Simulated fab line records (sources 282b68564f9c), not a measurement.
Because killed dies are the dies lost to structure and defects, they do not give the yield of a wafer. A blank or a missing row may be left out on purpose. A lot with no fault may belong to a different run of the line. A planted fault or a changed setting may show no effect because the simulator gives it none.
fab line records | flow ritCmos | part 2 of 2: steps 27 to 38 of 38
record: lots: 5 wafers: 15 lastDay: 8
route steps=202 shown GATE@89 REOX@98 NLDD@103 PLDD@114 SPACER@125
lots that met no fault: taken from a fault-free run of the same line
startH: the number of hours between the record's first day and the start of the first shown wafer of the lot | waitH: hours from the lot's prior step to this one | " unchanged from the row above | L1.1+2: one row covering several wafers at once | - value missing, or start not given | * or withheld: withheld | < > ~ a bound
route shown NAME@n: NAME is a module with steps in the file, n the number in the route of the first one | usual: mean/standard deviation taken from wafers without a fault | same: alike in all rows | chamber/n: place in a boat | sites: each site's reading | _std_site: standard deviation of those values | _edge_site: outer sites' mean less inner sites' | radiusMm: how far each site lies from the wafer's centre | mask NAME#n: copy n | behind: the last tool/chamber to shape the wafer | hold: reason for holding the lot/hours on hold/outcome of the hold | device: names the non-switching transistor (n, p or np) | end of line: the route-end tests of the same wafers | a step without rows: its recipe alone | killed: count of dies lost to structure and defects at first sort (not the wafer's yield) | map: shows each die of a wafer: x if killed, . if not, _ if none is there
set.NAME: setting as actually run; set.NAME@STEP: the setting as run at that earlier step | model.NAME: the simulator's own value behind a step, which no gauge read
a table for each step, a row for each wafer; lots at some steps of the route
services: when a tool's chamber went out of use (startH, in hours from the record's first day, below 0 if earlier), for how many hours, and the reason
== steps ==
step: RIT_PLDD_COAT_01
recipe: resist: NOVOLAK spinRpm: 3250 resistThkNm: 1000
usual: dispensePressureKPa: 50.3/0.8 resistLineTempC: 22.99/0.11
columns lot.wafer tool chamber startH waitH dispensePressureKPa resistLineTempC
L074.2 lithoTrack-02 0 52.93 0.1 51.3 22.94
L074.3 " 0 " " 51.3 23.12
L074.5 " 0 " " 51.3 23.10
L085.1 lithoTrack-02 0 98.40 0.1 51.4 22.95
L085.3 " 0 " " 51.3 22.86
L085.5 " 0 " " 51.3 22.93
L091.1 lithoTrack-04 0 144.62 0.1 49.4 22.85
L091.2 " 0 " " 49.4 22.96
L091.6 " 0 " " 49.4 22.91
L096.1 lithoTrack-01 0 173.56 0.1 49.8 23.03
L096.4 " 0 " " 49.8 22.94
L096.5 " 0 " " 49.8 23.00
L097.1 lithoTrack-01 0 180.47 0.1 49.8 22.98
L097.4 " 0 " " 49.8 22.97
L097.6 " 0 " " 49.8 23.02
step: RIT_PLDD_SOFTBAKE_02
recipe: resist: NOVOLAK tempC: 90 timeS: 60
usual: resistLineTempC: 22.98/0.098
columns lot.wafer tool chamber startH waitH resistLineTempC
L074.2 lithoTrack-02 0 53.08 0.1 22.95
L074.3 " 0 " " 22.92
L074.5 " 0 " " 23.04
L085.1 lithoTrack-02 0 98.55 0.1 22.95
L085.3 " 0 " " 22.80
L085.5 " 0 " " 22.81
L091.1 lithoTrack-04 0 144.77 0.1 23.02
L091.2 " 0 " " 23.01
L091.6 " 0 " " 22.97
L096.1 lithoTrack-01 0 173.71 0.1 23.17
L096.4 " 0 " " 23.11
L096.5 " 0 " " 23.10
L097.1 lithoTrack-01 0 180.62 0.1 22.99
L097.4 " 0 " " 23.10
L097.6 " 0 " " 23.00
step: RIT_PLDD_EXPOSE_03
recipe: maskId: M8 na: 0.57 targetCdNm: 40900 doseMj: 250
usual: focusOffsetNm: -0.1/0.49
columns lot.wafer tool chamber startH waitH mask focusOffsetNm
L074.2 ilineStepper-02 0 53.35 0.2 M8#0 0.1
L074.3 " 0 " " M8#0 0.4
L074.5 " 0 " " M8#0 0.6
L085.1 ilineStepper-01 0 98.83 0.2 M8#0 -0.7
L085.3 " 0 " " M8#0 0.0
L085.5 " 0 " " M8#0 0.5
L091.1 ilineStepper-02 0 145.04 0.2 M8#0 -0.9
L091.2 " 0 " " M8#0 -1.3
L091.6 " 0 " " M8#0 -0.8
L096.1 ilineStepper-01 0 173.99 0.2 M8#0 0.4
L096.4 " 0 " " M8#0 0.2
L096.5 " 0 " " M8#0 -0.5
L097.1 ilineStepper-02 0 180.89 0.2 M8#0 -0.9
L097.4 " 0 " " M8#0 -0.1
L097.6 " 0 " " M8#0 -0.5
step: RIT_PLDD_PEB_04
recipe: resist: NOVOLAK tempC: withheld timeS: withheld
usual: resistLineTempC: *
columns lot.wafer tool chamber startH waitH resistLineTempC
L074.2 lithoTrack-04 0 53.48 0.1 *
L074.3 " 0 " " *
L074.5 " 0 " " *
L085.1 lithoTrack-02 0 98.94 0.1 *
L085.3 " 0 " " *
L085.5 " 0 " " *
L091.1 lithoTrack-01 0 145.16 0.1 *
L091.2 " 0 " " *
L091.6 " 0 " " *
L096.1 lithoTrack-01 0 174.11 0.1 *
L096.4 " 0 " " *
L096.5 " 0 " " *
L097.1 lithoTrack-02 0 181.01 0.1 *
L097.4 " 0 " " *
L097.6 " 0 " " *
step: RIT_PLDD_DEVELOP_05
recipe: resist: NOVOLAK developTimeS: 50 devTempC: 23
usual: resistLineTempC: 23.01/0.092
columns lot.wafer tool chamber startH waitH resistLineTempC
L074.2 lithoTrack-04 0 - - 22.96
L074.3 " 0 " " 22.90
L074.5 " 0 " " 23.00
L085.1 lithoTrack-02 0 - - 23.04
L085.3 " 0 " " 23.06
L085.5 " 0 " " 23.27
L091.1 lithoTrack-01 0 - - 22.98
L091.2 " 0 " " 22.88
L091.6 " 0 " " 23.00
L096.1 lithoTrack-01 0 - - 23.02
L096.4 " 0 " " 22.89
L096.5 " 0 " " 22.95
L097.1 lithoTrack-02 0 - - 22.98
L097.4 " 0 " " 22.94
L097.6 " 0 " " 23.07
step: RIT_PLDD_OVL_MEAS_06
usual: PLDD_OVL: -0.2/1.4
columns lot.wafer tool chamber startH waitH PLDD_OVL[nm]
L074.2 overlay-01 - 53.74 - 0.9
L074.3 " - " " 1.6
L074.5 " - " " -0.6
L085.1 overlay-02 - 99.23 - 1.0
L085.3 " - " " -1.8
L085.5 " - " " -1.8
L091.1 overlay-01 - 145.44 - 2.6
L091.2 " - " " 0.5
L091.6 " - " " 0.9
L096.1 overlay-01 - 174.39 - 1.8
L096.4 " - " " 0.3
L096.5 " - " " 1.0
L097.1 overlay-02 - 181.29 - 0.5
L097.4 " - " " -0.6
L097.6 " - " " -1.2
step: RIT_PLDD_HARDBAKE_07
recipe: resist: NOVOLAK tempC: 140 timeS: 60
usual: resistLineTempC: 22.99/0.1
columns lot.wafer tool chamber startH waitH resistLineTempC
L074.2 lithoTrack-01 0 53.80 0.0 22.97
L074.3 " 0 " " 22.96
L074.5 " 0 " " 23.15
L085.1 lithoTrack-02 0 99.26 0.0 23.07
L085.3 " 0 " " 22.76
L085.5 " 0 " " 23.04
L091.1 lithoTrack-04 0 145.48 0.0 22.92
L091.2 " 0 " " 22.88
L091.6 " 0 " " 22.91
L096.1 lithoTrack-04 0 174.43 0.0 22.79
L096.4 " 0 " " 23.00
L096.5 " 0 " " 22.93
L097.1 lithoTrack-04 0 181.33 0.0 23.09
L097.4 " 0 " " 22.90
L097.6 " 0 " " 22.97
step: RIT_PLDD_IMPLANT_08
recipe: species: BF2 energyKev: 20 doseCm2: 9e+14 tiltDeg: 7
columns lot.wafer tool chamber startH waitH
L074.2+3+5 implanter-02 0 53.95 0.1
L085.1+3+5 implanter-04 0 99.41 0.1
L091.1+2+6 implanter-04 0 145.63 0.1
L096.1+4+5 implanter-01 0 174.58 0.1
L097.1+4+6 implanter-04 0 181.48 0.1
step: RIT_PLDD_STRIP_09
recipe: chemistry: O2 timeS: 180 resist: NOVOLAK platenTempC: withheld powerW: 500 pressureMtorr: 4000 o2FlowSccm: 4000
usual: drypumpMotorCurrentA: 5.8/0.47
columns lot.wafer tool chamber startH waitH drypumpMotorCurrentA rfHoursCounterH
L074.2 plasmaAsher-01 0 54.07 0.1 4.7 37
L074.3 " 1 " " 6.0 -
L074.5 " 1 " " 6.0 -
L085.1 plasmaAsher-03 0 99.56 0.1 6.4 34
L085.3 " 1 " " 5.9 -
L085.5 " 0 " " 6.3 -
L091.1 plasmaAsher-01 1 145.78 0.1 6.0 47
L091.2 " 0 " " 4.8 47
L091.6 " 0 " " 4.7 -
L096.1 plasmaAsher-02 0 174.73 0.1 5.8 50
L096.4 " 0 " " 5.8 -
L096.5 " 0 " " 5.8 -
L097.1 plasmaAsher-03 1 181.63 0.1 5.9 41
L097.4 " 0 " " 6.4 -
L097.6 " 0 " " 6.4 -
step: RIT_PLDD_TW_MEAS_10
usual: PLDD_TW: 2354/20
columns lot.wafer tool chamber startH waitH PLDD_TW
L074.2 filmMetro-03 - 54.26 0.1 2364
L074.3 " - " " 2370
L074.5 " - " " 2379
L085.1 filmMetro-04 - 99.74 0.1 2344
L085.3 " - " " 2334
L085.5 " - " " 2326
L091.1 filmMetro-02 - 145.95 0.1 2355
L091.2 " - " " 2351
L091.6 " - " " 2343
L096.1 filmMetro-02 - 174.90 0.1 2335
L096.4 " - " " 2333
L096.5 " - " " 2337
L097.1 filmMetro-04 - 181.80 0.1 2321
L097.4 " - " " 2335
L097.6 " - " " 2322
step: RIT_SPACER_CLEAN_00
recipe: chemistry: SC1 mix: 3:3:50 timeS: 600 tempC: 75
columns lot.wafer tool chamber startH waitH
L074.2+3+5 wetBench-03 2 54.31 0.0
L085.1+3+5 wetBench-04 2 99.80 0.1
L091.1+2+6 wetBench-04 0 146.01 0.1
L096.1+4+5 wetBench-01 0 174.96 0.1
L097.1+4+6 wetBench-03 3 181.86 0.1
step: RIT_SPACER_CLEAN_01
recipe: chemistry: dHF dilution: 50:1 timeS: 30
columns lot.wafer tool chamber startH waitH
L074.2+3+5 wetBench-04 0 54.48 0.0
L085.1+3+5 wetBench-03 3 99.99 0.0
L091.1+2+6 wetBench-03 0 146.19 0.0
L096.1+4+5 wetBench-04 0 175.15 0.0
L097.1+4+6 wetBench-01 0 182.06 0.0
== services ==
columns tool chamber startH hours kind
rieSi-02 0 23.60 3.7 repair
plasmaAsher-02 - 30.61 0.4 repair
rieSi-02 1 39.93 5.8 repair
ilineStepper-02 - 47.79 4.4 pm
rieSi-01 2 54.40 11.3 repair
implanter-01 - 70.07 1.7 repair
rieSi-01 1 76.73 5.1 repair
plasmaAsher-02 - 83.87 14.6 pm
implanter-04 - 87.31 2.3 repair
rieSi-02 - 91.81 0.1 repair
plasmaAsher-01 - 103.33 0.4 repair
furnace-03 - 106.18 60.7 pm
plasmaAsher-04 - 108.75 9.0 pm
plasmaAsher-04 0 108.75 9.0 ventCycle
plasmaAsher-04 1 108.75 9.0 ventCycle
ilineStepper-02 - 115.35 7.2 repair
rieSi-01 1 121.53 2.1 repair
ilineStepper-02 - 122.57 1.7 pm
plasmaAsher-04 - 146.74 1.6 repair
ilineStepper-01 0 164.43 - calibration
furnace-03 - 166.90 3.1 pm
implanter-04 - 171.25 2.4 repair
plasmaAsher-02 - 171.97 1.6 repair
implanter-02 - 177.92 5.7 pm
